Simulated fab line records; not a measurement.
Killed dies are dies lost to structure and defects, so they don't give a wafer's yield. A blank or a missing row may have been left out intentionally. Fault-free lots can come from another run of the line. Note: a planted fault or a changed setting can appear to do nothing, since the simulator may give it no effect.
Which tool was responsible? ; flow rit-cmos ; 39 wafers from 13 lots sampled at 4 of the route's 202 steps

## WHAT EACH GAUGE READ, for each wafer
RIT_ACTIVE_CD_MEAS_90 targets a cd of 1400 nm. Usual: cd-nm at 1399.9 nm, with a standard deviation of 2.1.
lot;measured;on;cd-nm (nm);flag
L437;day 1 15:59;cd-sem-02;1398.7 1397.2 1396.7;
L438;day 1 21:07;cd-sem-01;1399.3 1399.0 1397.8;
L439;day 2 04:25;cd-sem-02;1400.2 1401.7 1402.2;
L440;day 2 08:41;cd-sem-01;1395.1 1398.2 1399.3;
L441;day 2 11:41;cd-sem-01;1400.9 1401.3 1400.4;
L444;day 3 02:04;cd-sem-01;1402.0 1402.3 1401.1;
L448;day 4 00:14;cd-sem-01;1397.2 1395.8 1397.2;
L451;day 4 14:11;cd-sem-01;1401.1 1397.3 1399.1;
L455;day 5 12:20;cd-sem-02;1400.2 1399.1 1400.6;
L456;day 5 17:01;cd-sem-01;1400.4 1402.4 1400.1;
L457;day 5 21:44;cd-sem-01;1403.9 1401.2 1402.3;
L458;day 6 02:11;cd-sem-01;1398.5 1399.4 1397.0;
L460;day 6 13:10;cd-sem-02;1397.7 1396.7 1400.2;

RIT_NSD_TW_MEAS_10. Usual: NSD_TW gives 3144 (standard deviation 22).
lot;measured;on;NSD_TW;flag
L437;day 3 09:53;film-metro-04;3101 3093 3096;
L438;day 3 15:01;film-metro-03;3159 3160 3170;
L439;day 3 15:09;film-metro-04;3113 3097 3112;
L440;day 3 23:10;film-metro-03;3159 3171 3168;
L441;day 4 02:25;film-metro-02;3147 3161 3156;
L444;day 4 13:14;film-metro-03;3153 3142 3157;
L448;day 5 18:55;film-metro-04;3118 3126 3126;
L451;day 6 10:58;film-metro-03;3160 3182 3158;
L455;day 7 04:50;film-metro-04;3104 3126 3126;
L456;day 7 09:34;film-metro-03;3174 3166 3150;
L457;day 7 09:29;film-metro-04;3097 3117 3104;
L458;day 7 16:56;film-metro-03;3165 3165 3163;
L460;day 8 00:53;film-metro-03;3171 3158 3154;

RIT_PSD_OVL_MEAS_06. Usual: PSD_OVL gives 0.6 nm (standard deviation 1.2).
lot;measured;on;PSD_OVL (nm);flag
L437;day 3 10:55;overlay-01;-1.6 -0.4 -0.6;
L438;day 3 16:03;overlay-02;-0.8 -1.0 0.4;
L439;day 3 16:22;overlay-01;2.8 1.0 1.0;
L440;day 4 00:05;overlay-01;1.9 -0.3 0.8;
L441;day 4 03:28;overlay-01;1.9 -0.6 2.3;
L444;day 4 14:16;overlay-02;1.6 1.6 0.5;
L448;day 5 19:57;overlay-01;-0.4 -0.5 -0.9;
L451;day 6 11:52;overlay-01;-0.6 -0.7 0.6;
L455;day 7 06:01;overlay-01;-1.7 -1.5 0.7;
L456;day 7 10:38;overlay-02;1.0 1.1 2.0;
L457;day 7 10:32;overlay-01;1.0 1.4 0.2;
L458;day 7 17:58;overlay-01;2.4 0.5 1.4;
L460;day 8 01:48;overlay-02;0.9 1.1 1.0;

## EACH LOT AND THE TOOL THAT RAN IT (in order: tool; ch and the chambers of the sampled wafers; start)
lot;RIT_PWELL_EXPOSE_03
L437;iline-stepper-01 ch 0, day 2 01:33
L438;iline-stepper-01 ch 0, day 2 09:48
L439;iline-stepper-02 ch 0, day 2 11:38
L440;iline-stepper-01 ch 0, day 2 16:48
L441;iline-stepper-01 ch 0, day 2 23:10
L444;iline-stepper-01 ch 0, day 3 10:25
L448;iline-stepper-01 ch 0, day 4 08:44
L451;iline-stepper-02 ch 0, day 5 01:33
L455;iline-stepper-01 ch 0, day 6 00:05
L456;iline-stepper-01 ch 0, day 6 03:45
L457;iline-stepper-01 ch 0, day 6 04:13
L458;iline-stepper-01 ch 0, day 6 09:17
L460;iline-stepper-02 ch 0, day 6 21:22
- RIT_PWELL_EXPOSE_03: exposes mask M3, target cd 43700 nm.

## WHAT THE TOOLS THEMSELVES READ (means of the sampled wafers that have a number; where no wafer has one, the mark that the record gives instead)
The record holds no such reading with a usual standard deviation.

## THE ANSWER, worked out from the rows above alone
Rule: lot off if the mean of its wafers having a number is beyond 3 standard deviations from the usual mean. A lot without any number at a reading at which 4 lots or more have one is off too. Where the step has rows for the other lots, those lots are counted as sound. After the gauges, taken in route order, come the tools' own readings; for these a lot's mean is taken, as printed above. The first step at which some lot is off is used, and at that step the reading that is off furthest; a lot without a number counts as furthest.
None of the lots is off at any reading shown; this tells nothing.

## WHAT THE SIMULATOR HAD INSERTED
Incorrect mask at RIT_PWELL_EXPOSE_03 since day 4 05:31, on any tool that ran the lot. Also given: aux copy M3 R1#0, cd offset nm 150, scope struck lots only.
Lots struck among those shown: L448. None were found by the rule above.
